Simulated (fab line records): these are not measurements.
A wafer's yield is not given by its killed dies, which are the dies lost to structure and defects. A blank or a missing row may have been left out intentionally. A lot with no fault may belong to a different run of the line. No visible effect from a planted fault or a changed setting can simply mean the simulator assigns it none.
Split-lot trial    flow rit_cmos    route with 202 steps; 5 lots, 23 wafers read

## THE SPLIT
At RIT_NLDD_IMPLANT_08, the setting energy_kev was moved away from the recipe's 20 on 7 of the 23 wafers read, by -5.4% to +4.9%. For the rest of the wafers, this setting stayed at what the recipe calls for.

The split's own step is where the reading is taken.

## THE READING
implant.drp_nm (the simulator's own value, which no gauge read), in nm, at RIT_NLDD_IMPLANT_08. No usual value for it is given in the file.

wafer   tool, chamber at the split  energy_kev as run  against the recipe  implant.drp_nm, nm  against lot-mates on the recipe
L075.1  implanter-04, 0             20                 recipe              12.97               -
L075.3  implanter-04, 0             20                 recipe              12.97               -
L075.4  implanter-04, 0             20                 recipe              12.97               -
L075.5  implanter-04, 0             20                 recipe              12.97               -
L075.6  implanter-04, 0             20                 recipe              12.97               -
L077.1  implanter-01, 0             20                 recipe              12.97               -
L077.4  implanter-01, 0             20                 recipe              12.97               -
L077.6  implanter-01, 0             20                 recipe              12.97               -
L080.1  implanter-02, 0             20                 recipe              12.97               -
L080.2  implanter-02, 0             20                 recipe              12.97               -
L080.5  implanter-02, 0             20                 recipe              12.97               -
L080.3  implanter-02, 0             19.32              -3.4%               12.7                -0.27
L080.6  implanter-02, 0             19.32              -3.4%               12.7                -0.27
L081.1  implanter-04, 0             18.91              -5.4%               12.54               -0.43
L081.2  implanter-04, 0             18.91              -5.4%               12.54               -0.43
L081.4  implanter-04, 0             18.91              -5.4%               12.54               -0.43
L081.5  implanter-04, 0             20                 recipe              12.97               -
L081.6  implanter-04, 0             20                 recipe              12.97               -
L082.1  implanter-04, 0             20                 recipe              12.97               -
L082.4  implanter-04, 0             20                 recipe              12.97               -
L082.6  implanter-04, 0             20                 recipe              12.97               -
L082.2  implanter-04, 0             20.98              +4.9%               13.35               +0.38
L082.5  implanter-04, 0             20.98              +4.9%               13.35               +0.38

THE FIT
A straight line over all 23 wafers: implant.drp_nm changes by +0.0785 nm for each +1% of energy_kev; r = +1.00; the points scatter about the line by 0.0016 nm.
The same after taking each lot's own level away (the mean of its wafers on the recipe; 23 wafers): +0.0785 nm for each +1%; r = +1.00; scatter 0.0016 nm.
The reading moves by 0.43 nm for the largest change in energy_kev, on that fit.
The lots' own levels span 12.970 to 12.970 nm.
The two slopes agree, so the slope changes little with the lot-to-lot level.
Check: -0.428 nm against its lot-mates is what the line predicts for one of the wafers moved furthest among these (-5.4%) when that wafer is left out of the fit. It came out at -0.43 nm against them.

## THESE WAFERS: OTHER SPLITS
Note: prior to the reading, these wafers also went through further splits. Each is held against what the fit with the lots' levels taken away leaves over:
other split on the same wafers   wafers away from the commonest value  r with implant.drp_nm (lot level and that fit taken away)
RIT_REOX_OXIDATION_03 ox_time_s  15                                    -0.35
RIT_NLDD_SOFTBAKE_02 temp_c      9                                     -0.21

## THE WHOLE CHAIN: every reading that the file lists as answering this split, in the file's order
step                 what it does  reading                                                          change (the file's fit)                 r (the file's)
RIT_NLDD_IMPLANT_08                implant.rp_nm (the simulator's own value, which no gauge read)   +0.189 nm for each +1% of the setting   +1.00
RIT_NLDD_IMPLANT_08                implant.drp_nm (the simulator's own value, which no gauge read)  +0.0785 nm for each +1% of the setting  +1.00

## FILE'S OWN FIT
implant.drp_nm changes by +0.0785 nm for each +1% of energy_kev, r = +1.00.
